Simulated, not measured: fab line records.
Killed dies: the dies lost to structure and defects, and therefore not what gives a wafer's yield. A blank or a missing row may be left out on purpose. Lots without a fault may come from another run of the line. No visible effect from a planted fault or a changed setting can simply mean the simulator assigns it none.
fab line records    flow ritCmos
[record] lots = 5  wafers = 15  lastDay = 5
route steps=202 shown CONTACT@182 M1@184
lots that met no fault: from a run of the same line without faults
startH: start of the lot's first displayed wafer, in hours after the record's first day    waitH: hours from the lot's prior step to this one    " identical to the entry in the row above    L1.1+2: a single row standing in for several wafers    - either no value or no given start    * or withheld: withheld    < > ~ a bound
route shown NAME@n: names a module that has steps shown in the file, with the first one's number in the route    usual: mean/standard deviation of fault-free wafers    same: alike in all rows    chamber/n: place in a boat    sites: the reading at each site    _std_site: how widely they spread, as a standard deviation    _edge_site: the outer-site mean with the inner-site mean subtracted    radiusMm: for every site, how far away it sits from the centre of the wafer    mask NAME#n: copy n    behind: the last tool/chamber to shape the wafer    hold: what put the lot on hold/how long, in hours/how the hold closed    device: whichever transistor did not switch (one of n, p or np)    end of line: tests of these same wafers at the route's end    a step given without rows: its recipe and nothing more    killed: the dies lost at the first sort to structure and to defects; this is not the yield of the wafer    map: a wafer's dies, x killed, . not, _ none there
set.NAME: the setting as run; set.NAME@STEP: as run at that earlier step    model.NAME: the simulator's own value behind a step, which no gauge read
a table for each step, a row for each wafer; lots at some steps of the route
services: the hour from which a tool's chamber was out of use, counted from the record's first day as startH (under 0 if before that day), plus the number of hours and why
[[steps]]
[step RIT_CONTACT_CLEAN_13]
[recipe] chemistry = SC1  mix = 3:3:50  timeS = 600  tempC = 75
lot.wafer   tool         chamber  startH  waitH
L076.2+3+6  wetBench-01  1        77.07   0.1
L079.2+4+6  wetBench-03  1        88.17   0.1
L082.3+5+6  wetBench-02  2        103.53  0.1
L085.2+4+5  wetBench-03  0        116.74  0.1
L086.2+5+6  wetBench-03  1        118.78  0.1
[step RIT_CONTACT_CLEAN_14]
[recipe] chemistry = SC2  mix = 3:3:50  timeS = 600  tempC = 75  dry = n2Spin
lot.wafer   tool         chamber  startH  waitH
L076.2+3+6  wetBench-03  2        77.26   0.0
L079.2+4+6  wetBench-02  3        88.34   0.0
L082.3+5+6  wetBench-02  0        103.70  0.0
L085.2+4+5  wetBench-03  2        116.91  0.0
L086.2+5+6  wetBench-02  0        118.96  0.0
[step RIT_M1_SPUTTER_00]
[recipe] material = Al  targetThkNm = 400  powerW = 2000  chamberPressurePa = 0.4  gas = Ar  timeS = 500  substrateTempC = 25
[usual] throttleValvePct = 30.2/0.99
lot.wafer  tool           chamber  startH  waitH  throttleValvePct
L076.2     pvdSputter-02  -        77.45   0.0    29.3
L076.3     "              -        "       "      31.1
L076.6     "              -        "       "      31.0
L079.2     pvdSputter-04  -        88.52   0.0    31.0
L079.4     "              -        "       "      30.4
L079.6     "              -        "       "      30.7
L082.3     pvdSputter-02  -        103.88  0.0    29.3
L082.5     "              -        "       "      31.5
L082.6     "              -        "       "      29.7
L085.2     pvdSputter-01  -        117.09  0.0    28.4
L085.4     "              -        "       "      30.8
L085.5     "              -        "       "      28.5
L086.2     pvdSputter-02  -        119.13  0.0    29.3
L086.5     "              -        "       "      31.2
L086.6     "              -        "       "      31.5
[step RIT_M1_RS_MEAS_01]
[recipe] thkMeasGauge = four-point-probe  reads = Al_of_M1_SPUTTER_00
[usual] M1_AL_RS = 0.0732/0.00068
lot.wafer  tool          chamber  startH  waitH  M1_AL_RS[ohm/sq]
L076.2     filmMetro-01  -        77.77   0.2    0.0741
L076.3     "             -        "       "      0.0739
L076.6     "             -        "       "      0.0732
L079.2     filmMetro-01  -        88.83   0.2    0.0737
L079.4     "             -        "       "      0.0732
L079.6     "             -        "       "      0.0733
L082.3     filmMetro-02  -        104.21  0.2    0.0723
L082.5     "             -        "       "      0.0724
L082.6     "             -        "       "      0.0725
L085.2     filmMetro-04  -        117.40  0.2    0.0744
L085.4     "             -        "       "      0.0748
L085.5     "             -        "       "      0.0739
L086.2     filmMetro-02  -        119.45  0.2    0.0738
L086.5     "             -        "       "      0.0734
L086.6     "             -        "       "      0.0734
[step RIT_M1_THK_MEAS_02]
[recipe] thkMeasGauge = xrf  reads = Al_of_M1_SPUTTER_00
[usual] M1_AL_THK = 402/3.9
lot.wafer  tool          chamber  startH  waitH  M1_AL_THK[nm]
L076.2     filmMetro-01  -        77.88   0.1    397
L076.3     "             -        "       "      398
L076.6     "             -        "       "      401
L079.2     filmMetro-01  -        88.94   0.1    399
L079.4     "             -        "       "      403
L079.6     "             -        "       "      400
L082.3     filmMetro-02  -        104.31  0.1    407
L082.5     "             -        "       "      406
L082.6     "             -        "       "      406
L085.2     filmMetro-04  -        117.51  0.1    395
L085.4     "             -        "       "      395
L085.5     "             -        "       "      398
L086.2     filmMetro-02  -        119.56  0.1    399
L086.5     "             -        "       "      401
L086.6     "             -        "       "      400
[step RIT_M1_HMDS_03]
[recipe] primeTimeS = 60  primeTempC = 140
lot.wafer   tool           chamber  startH  waitH
L076.2+3+6  lithoTrack-04  0        77.95   0.1
L079.2+4+6  lithoTrack-04  0        89.06   0.1
L082.3+5+6  lithoTrack-03  0        104.40  0.1
L085.2+4+5  lithoTrack-03  0        117.59  0.1
L086.2+5+6  lithoTrack-01  0        119.63  0.1
[step RIT_M1_COAT_04]
[recipe] resist = NOVOLAK  spinRpm = 2000  resistThkNm = 1300
[usual] spinSpeedRpm = 1999.9/1.2
lot.wafer  tool           chamber  startH  waitH  spinSpeedRpm
L076.2     lithoTrack-04  0        78.10   0.1    1997.9
L076.3     "              0        "       "      1997.4
L076.6     "              0        "       "      1999.2
L079.2     lithoTrack-04  0        89.22   0.1    2000.1
L079.4     "              0        "       "      2000.6
L079.6     "              0        "       "      2001.0
L082.3     lithoTrack-03  0        104.55  0.1    1998.7
L082.5     "              0        "       "      2001.1
L082.6     "              0        "       "      1999.9
L085.2     lithoTrack-03  0        117.74  0.1    2000.5
L085.4     "              0        "       "      1999.1
L085.5     "              0        "       "      2002.7
L086.2     lithoTrack-01  0        119.78  0.1    1999.2
L086.5     "              0        "       "      2001.0
L086.6     "              0        "       "      2001.3
[step RIT_M1_SOFTBAKE_05]
[recipe] resist = NOVOLAK  tempC = 90  timeS = 60
lot.wafer   tool           chamber  startH  waitH
L076.2+3+6  lithoTrack-04  0        78.25   0.1
L079.2+4+6  lithoTrack-04  0        89.36   0.1
L082.3+5+6  lithoTrack-03  0        104.70  0.1
L085.2+4+5  lithoTrack-03  0        117.89  0.1
L086.2+5+6  lithoTrack-01  0        119.93  0.1
[step RIT_M1_EXPOSE_06]
[recipe] maskId = M12  na = 0.6  sourceShape = conventional  sigmaOuter = 0.5  targetCdNm = 2600  doseMj = 250
lot.wafer   tool             chamber  startH  waitH  mask
L076.2+3+6  ilineStepper-02  0        78.40   0.1    M12#0
L079.2+4+6  ilineStepper-01  0        89.63   0.2    M12#0
L082.3+5+6  ilineStepper-02  0        104.84  0.1    M12#0
L085.2+4+5  ilineStepper-02  0        118.03  0.1    M12#0
L086.2+5+6  ilineStepper-01  0        120.20  0.2    M12#0
[step RIT_M1_PEB_07]
[recipe] resist = NOVOLAK  tempC = withheld  timeS = withheld
lot.wafer   tool           chamber  startH  waitH
L076.2+3+6  lithoTrack-01  0        78.52   0.1
L079.2+4+6  lithoTrack-04  0        89.76   0.1
L082.3+5+6  lithoTrack-01  0        104.97  0.1
L085.2+4+5  lithoTrack-01  0        118.16  0.1
L086.2+5+6  lithoTrack-04  0        120.33  0.1
[[services]]
tool             chamber  startH  hours  kind
ilineStepper-01  -        65.92   1.7    pm
pvdSputter-04    -        68.71   3.1    repair
ilineStepper-02  -        82.73   1.7    pm
pvdSputter-01    -        93.47   4.7    repair
wetBench-01      -        103.50  16.0   repair
pvdSputter-02    -        107.52  1.8    repair
ilineStepper-02  0        119.09  -      calibration
[[key]]
fault none
